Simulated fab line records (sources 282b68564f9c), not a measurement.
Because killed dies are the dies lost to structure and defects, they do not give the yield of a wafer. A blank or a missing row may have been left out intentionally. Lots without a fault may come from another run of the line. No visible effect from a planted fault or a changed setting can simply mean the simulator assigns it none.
Which tool was responsible? || flow rit-cmos || Sampling: 14 lots, 42 wafers, 3 of 202 route steps

WHAT THE GAUGES READ, wafer by wafer
RIT_NWELL_TW_MEAS_10. Usual: NWELL_TW gives 2150 (standard deviation 25).
{"lot": "L433", "measured": "day 2 03:43", "on": "film-metro-02", "NWELL_TW": "2127 2120 2125", "flag": ""}
{"lot": "L434", "measured": "day 2 10:04", "on": "film-metro-03", "NWELL_TW": "2161 2168 2170", "flag": ""}
{"lot": "L435", "measured": "day 2 10:19", "on": "film-metro-03", "NWELL_TW": "2187 2167 2159", "flag": ""}
{"lot": "L436", "measured": "day 2 14:58", "on": "film-metro-02", "NWELL_TW": "2122 2136 2110", "flag": ""}
{"lot": "L437", "measured": "day 2 18:33", "on": "film-metro-03", "NWELL_TW": "2162 2166 2173", "flag": ""}
{"lot": "L438", "measured": "day 2 23:46", "on": "film-metro-01", "NWELL_TW": "2159 2170 2162", "flag": ""}
{"lot": "L439", "measured": "day 3 04:32", "on": "film-metro-03", "NWELL_TW": "2164 2161 2178", "flag": ""}
{"lot": "L440", "measured": "day 3 10:50", "on": "film-metro-03", "NWELL_TW": "2166 2175 2161", "flag": ""}
{"lot": "L443", "measured": "day 4 01:35", "on": "film-metro-02", "NWELL_TW": "2123 2126 2124", "flag": ""}
{"lot": "L444", "measured": "day 4 09:47", "on": "film-metro-03", "NWELL_TW": "2164 2155 2160", "flag": ""}
{"lot": "L445", "measured": "day 4 14:29", "on": "film-metro-02", "NWELL_TW": "2114 2113 2121", "flag": ""}
{"lot": "L447", "measured": "day 4 20:42", "on": "film-metro-02", "NWELL_TW": "2106 2114 2120", "flag": ""}
{"lot": "L452", "measured": "day 5 22:49", "on": "film-metro-01", "NWELL_TW": "2018 2017 2014 2001 2020 2013", "flag": "OFF"}
{"lot": "L453", "measured": "day 6 01:42", "on": "film-metro-03", "NWELL_TW": "1998 2007 1994 2004 2000 2004", "flag": "OFF"}

RIT_WELLDRIVE_RS_MEAS_01: measures by four-point-probe. Usual: NWELL_RS gives 275.4 ohm/sq (standard deviation 0.97).
{"lot": "L433", "measured": "day 2 11:55", "on": "film-metro-01", "NWELL_RS (ohm/sq)": "275.3 275.8 276.1", "flag": ""}
{"lot": "L434", "measured": "day 2 17:15", "on": "film-metro-03", "NWELL_RS (ohm/sq)": "274.6 275.0 275.1", "flag": ""}
{"lot": "L435", "measured": "day 2 17:24", "on": "film-metro-01", "NWELL_RS (ohm/sq)": "274.8 274.7 274.9", "flag": ""}
{"lot": "L436", "measured": "day 2 23:12", "on": "film-metro-02", "NWELL_RS (ohm/sq)": "276.6 276.3 276.6", "flag": ""}
{"lot": "L437", "measured": "day 3 01:26", "on": "film-metro-01", "NWELL_RS (ohm/sq)": "273.9 274.3 274.6", "flag": ""}
{"lot": "L438", "measured": "day 3 06:35", "on": "film-metro-03", "NWELL_RS (ohm/sq)": "275.1 276.6 276.2", "flag": ""}
{"lot": "L439", "measured": "day 3 12:44", "on": "film-metro-02", "NWELL_RS (ohm/sq)": "275.8 275.2 276.2", "flag": ""}
{"lot": "L440", "measured": "day 3 19:12", "on": "film-metro-02", "NWELL_RS (ohm/sq)": "277.1 276.8 277.2", "flag": ""}
{"lot": "L443", "measured": "day 4 10:35", "on": "film-metro-01", "NWELL_RS (ohm/sq)": "273.1 273.6 273.4", "flag": ""}
{"lot": "L444", "measured": "day 4 17:00", "on": "film-metro-01", "NWELL_RS (ohm/sq)": "276.5 275.6 275.3", "flag": ""}
{"lot": "L445", "measured": "day 4 21:18", "on": "film-metro-03", "NWELL_RS (ohm/sq)": "275.4 275.0 274.7", "flag": ""}
{"lot": "L447", "measured": "day 5 04:21", "on": "film-metro-01", "NWELL_RS (ohm/sq)": "274.9 276.0 276.3", "flag": ""}
{"lot": "L452", "measured": "day 6 10:50", "on": "film-metro-03", "NWELL_RS (ohm/sq)": "277.6 278.3 278.3", "flag": ""}
{"lot": "L453", "measured": "day 6 10:38", "on": "film-metro-03", "NWELL_RS (ohm/sq)": "278.4 277.6 277.9", "flag": ""}

EACH LOT AND THE TOOL THAT RAN IT (in order: tool; ch and the chambers of the sampled wafers; start)
{"lot": "L433", "RIT_NWELL_IMPLANT_08": "implanter-01 ch 0, day 2 03:24"}
{"lot": "L434", "RIT_NWELL_IMPLANT_08": "implanter-02 ch 0, day 2 09:45"}
{"lot": "L435", "RIT_NWELL_IMPLANT_08": "implanter-01 ch 0, day 2 10:01"}
{"lot": "L436", "RIT_NWELL_IMPLANT_08": "implanter-03 ch 0, day 2 14:41"}
{"lot": "L437", "RIT_NWELL_IMPLANT_08": "implanter-02 ch 0, day 2 18:13"}
{"lot": "L438", "RIT_NWELL_IMPLANT_08": "implanter-03 ch 0, day 2 23:26"}
{"lot": "L439", "RIT_NWELL_IMPLANT_08": "implanter-02 ch 0, day 3 04:12"}
{"lot": "L440", "RIT_NWELL_IMPLANT_08": "implanter-01 ch 0, day 3 10:33"}
{"lot": "L443", "RIT_NWELL_IMPLANT_08": "implanter-02 ch 0, day 4 01:17"}
{"lot": "L444", "RIT_NWELL_IMPLANT_08": "implanter-02 ch 0, day 4 09:30"}
{"lot": "L445", "RIT_NWELL_IMPLANT_08": "implanter-03 ch 0, day 4 14:10"}
{"lot": "L447", "RIT_NWELL_IMPLANT_08": "implanter-02 ch 0, day 4 20:22"}
{"lot": "L452", "RIT_NWELL_IMPLANT_08": "implanter-02 ch 0, day 5 22:30"}
{"lot": "L453", "RIT_NWELL_IMPLANT_08": "implanter-02 ch 0, day 6 01:25"}
- RIT_NWELL_IMPLANT_08

WHAT THE TOOLS THEMSELVES READ (means of the sampled wafers that have a number; where no wafer has one, the mark that the record gives instead)
RIT_NWELL_IMPLANT_08. Usual: beam-energy-keV 170.00, standard deviation 0.058; beam-on-s 9.99 s, standard deviation 0.2; dose-ions-cm2 5e+13, standard deviation 5.5e+10.
{"lot": "L433", "tool": "implanter-01", "beam-energy-keV": 169.98, "beam-on-s (s)": 10.06, "dose-ions-cm2": 5e+13, "flag": ""}
{"lot": "L434", "tool": "implanter-02", "beam-energy-keV": 170.03, "beam-on-s (s)": 9.83, "dose-ions-cm2": 5e+13, "flag": ""}
{"lot": "L435", "tool": "implanter-01", "beam-energy-keV": 170.05, "beam-on-s (s)": 9.93, "dose-ions-cm2": 5e+13, "flag": ""}
{"lot": "L436", "tool": "implanter-03", "beam-energy-keV": 170.03, "beam-on-s (s)": 9.99, "dose-ions-cm2": 5e+13, "flag": ""}
{"lot": "L437", "tool": "implanter-02", "beam-energy-keV": 170.02, "beam-on-s (s)": 10.34, "dose-ions-cm2": 5e+13, "flag": ""}
{"lot": "L438", "tool": "implanter-03", "beam-energy-keV": 169.97, "beam-on-s (s)": 10.00, "dose-ions-cm2": 5e+13, "flag": ""}
{"lot": "L439", "tool": "implanter-02", "beam-energy-keV": 169.96, "beam-on-s (s)": 10.06, "dose-ions-cm2": 5e+13, "flag": ""}
{"lot": "L440", "tool": "implanter-01", "beam-energy-keV": 169.97, "beam-on-s (s)": 10.11, "dose-ions-cm2": 5e+13, "flag": ""}
{"lot": "L443", "tool": "implanter-02", "beam-energy-keV": 170.00, "beam-on-s (s)": 9.96, "dose-ions-cm2": 5e+13, "flag": ""}
{"lot": "L444", "tool": "implanter-02", "beam-energy-keV": 170.00, "beam-on-s (s)": 10.03, "dose-ions-cm2": 5e+13, "flag": ""}
{"lot": "L445", "tool": "implanter-03", "beam-energy-keV": 170.07, "beam-on-s (s)": 9.94, "dose-ions-cm2": 5e+13, "flag": ""}
{"lot": "L447", "tool": "implanter-02", "beam-energy-keV": 169.99, "beam-on-s (s)": 10.20, "dose-ions-cm2": 5e+13, "flag": ""}
{"lot": "L452", "tool": "implanter-02", "beam-energy-keV": 118.99, "beam-on-s (s)": 10.02, "dose-ions-cm2": 5e+13, "flag": "OFF"}
{"lot": "L453", "tool": "implanter-02", "beam-energy-keV": 118.99, "beam-on-s (s)": 9.92, "dose-ions-cm2": 5e+13, "flag": "OFF"}

THE ANSWER, worked out from the rows above alone
Rule: a lot counts as off when the mean over its wafers that have a number is more than 3 standard deviations away from the usual mean. Also off: a lot with no number at a reading for which 4 or more lots have one. All remaining lots with rows at the step are treated as sound. After the gauges, taken in route order, come the tools' own readings; for these a lot's mean is taken, as printed above. The first step at which some lot is off is used, and at that step the reading that is off furthest; a lot without a number counts as furthest.
Off: L452, L453, seen at RIT_NWELL_TW_MEAS_10 (NWELL_TW).
If a tool, at a process step before that reading, ran all the lots that are off and no sound lot after the first of them, it fits. The gauges at RIT_NWELL_TW_MEAS_10 aren't tried: what is off there is off at RIT_NWELL_IMPLANT_08 too, on other tools, and a gauge's error can't cause that. One fits: RIT_NWELL_IMPLANT_08 on implanter-02. A fault onset in the window from L447 (day 4 20:22, its last sound lot) to L452 (day 5 22:30, its first lot off) fits.
On the lots that are off, the tool's own readings at RIT_NWELL_IMPLANT_08 differ by more than 5 times the standard deviation of the sound lots' means, which bears it out; beam-energy-keV reads 118.99 there versus 170.01 on the sound lots.

WHAT WAS PUT IN BY THE SIMULATOR
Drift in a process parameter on implanter-02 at RIT_NWELL_IMPLANT_08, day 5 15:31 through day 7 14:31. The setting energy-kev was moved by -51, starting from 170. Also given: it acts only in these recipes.
Lots struck among those shown: L452, L453. The rule given above showed the same thing.
